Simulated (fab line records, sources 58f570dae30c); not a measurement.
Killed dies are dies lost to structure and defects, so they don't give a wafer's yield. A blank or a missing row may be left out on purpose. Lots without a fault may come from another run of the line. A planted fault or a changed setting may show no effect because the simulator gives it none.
A struck lot beside a sound one | flow berkeley_cmos170 | 22 steps out of a route of 331
Sound: wafers L773.1, L773.2, L773.3. Struck: wafers L783.2, L783.3, L783.5. The cause comes at the end.
At each step with rows: each side's tool, then ch and its chambers, then its first start. Under that, the readings that differ: sound wafers | struck wafers | difference of the means | sigmas: that difference in standard deviations of wafers without a fault.
alike: readings whose means differ by less than 2 such deviations, and words and numbers that are the same on both sides. not compared: withheld readings, readings that some wafer has no value for, bounds like >300 that may hide the same value, and numbers for which the record gives no deviation and whose values overlap.
The two part at a step that has a row with sigmas, a row that says differs or no value, or rows on one side only. Numbers that don't overlap but have no deviation are shown without sigmas and don't part them. A reading that every wafer of one side lacks parts them only if that side has two wafers or more.

UCB170_V2_CD_MEAS_90: target cd 700 nm.
  sound on cd_sem-01, day 9 13:14; struck on cd_sem-02, day 11 15:28
  alike: cd_nm
then, 1 step without rows for these wafers: UCB170_M3_PRE_CLEAN_00 (preclean etch time 60 s).
UCB170_M3_SPUTTER_01: material Al, target thk 900 nm, time 120 s.
  sound on pvd_sputter-01, day 9 13:26; struck on pvd_sputter-04, day 11 15:38
  alike: chamber_pressure_pa, throttle_valve_pct
UCB170_M3_RS_MEAS_02: measures by four-point-probe.
  sound on film_metro-03, day 9 13:31; struck on film_metro-01, day 11 15:44
  alike: M3_AL_RS
UCB170_M3_THK_MEAS_03: measures by xrf.
  sound on film_metro-03, day 9 13:38; struck on film_metro-01, day 11 15:50
  alike: M3_AL_THK
then, 3 steps without rows for these wafers: UCB170_M3_HMDS_04 (prime time 60 s); UCB170_M3_COAT_05 (resist thk 900 nm); UCB170_M3_SOFTBAKE_06 (time 60 s).
UCB170_M3_STRIP_07: strips in O2.
  sound on plasma_asher-01 ch 0,1, day 9 14:26; struck on plasma_asher-04 ch 0,1, day 11 16:26
  reading                      | sound             | struck            | difference | sigmas
  strip_time_to_endpoint_s (s) | 22.06 22.01 22.00 | 21.86 21.90 21.90 | -0.14      | -2
  alike: drypump_motor_current_A, oes_product_au
  not compared: rf_hours_counter_h
then, 3 steps without rows for these wafers: UCB170_M3_STRIP_08 (strips KrF in DMSO, time 600 s); UCB170_M3_COAT_09; UCB170_M3_COAT_10 (resist thk 900 nm).
UCB170_M3_SOFTBAKE_11: time 60 s.
  sound on litho_track-04 ch 0, day 9 15:00; struck on litho_track-04 ch 0, day 11 17:00
  reading                  | sound                | struck               | difference | sigmas
  heater_power_total_W (W) | 56.79 56.81 56.82    | 53.63 53.60 53.67    | -3.17      | -69
  plate_temp_C (C)         | 130.20 129.91 130.10 | 124.38 124.31 124.38 | -5.71      | -48
  alike: chill_plate_temp_C
then, 2 steps without rows for these wafers: UCB170_M3_EXPOSE_12 (exposes mask METAL3, target cd 700 nm); UCB170_M3_PEB_13.
UCB170_M3_DEVELOP_14: develop time 45 s.
  sound on litho_track-04 ch 0; struck on litho_track-02 ch 0
  reading                             | sound             | struck            | difference | sigmas
  model.M3.cd_nm (nm)                 | 699.2 698.1 699.5 | 711.8 711 712.1   | +12.7      |
  model.KrF_of_M3_COAT_10.thk_nm (nm) | 884.5 886.4 883.3 | 892.3 890.2 890.9 | +6.4       |
  alike: chill_plate_temp_C
UCB170_M3_CD_MEAS_15: target cd 700 nm.
  sound on cd_sem-01, day 9 15:53; struck on cd_sem-02, day 11 17:46
  reading    | sound             | struck            | difference | sigmas
  cd_nm (nm) | 699.2 697.9 699.6 | 711.6 710.9 711.6 | +12.5      | +9
UCB170_M3_OVL_MEAS_16:
  sound on overlay-01, day 9 16:00; struck on overlay-02, day 11 17:52
  alike: M3_OVL
UCB170_M3_ETCH_17: etches BARC in N2/H2.
  sound on rie_diel-03 ch 0,1,2, day 9 16:02; struck on rie_diel-01 ch 0,1,2, day 11 17:53
  alike: bias_w, drypump_motor_current_A, h2_flow_sccm, oes_product_au, throttle_valve_pct
UCB170_M3_METAL_ETCH_18: etches Al in Cl2/BCl3, stops on SiO2, target depth 1170 nm, time 195 s.
  sound on rie_metal-04 ch 0,1, day 9 16:05; struck on rie_metal-03 ch 0,1, day 11 17:56
  reading             | sound             | struck            | difference | sigmas
  model.M3.cd_nm (nm) | 703.5 700.4 703.3 | 713.3 709.9 709.2 | +8.4       |
  alike: bias_w, drypump_motor_current_A, oes_product_au, throttle_valve_pct
  not compared: rf_hours_counter_h
UCB170_M3_STRIP_19: strips in O2.
  sound on plasma_asher-01 ch 0,1, day 9 16:16; struck on plasma_asher-04 ch 0,1, day 11 18:07
  alike: drypump_motor_current_A, oes_product_au
  not compared: rf_hours_counter_h
UCB170_M3_PROBE_99:
  the record has rows for the struck wafers here (prober-02, day 11 18:31) and none for the sound ones

WHERE THEY PART
First at UCB170_M3_STRIP_07; last, within this record, at UCB170_M3_PROBE_99.

WHY: what the simulator had put in
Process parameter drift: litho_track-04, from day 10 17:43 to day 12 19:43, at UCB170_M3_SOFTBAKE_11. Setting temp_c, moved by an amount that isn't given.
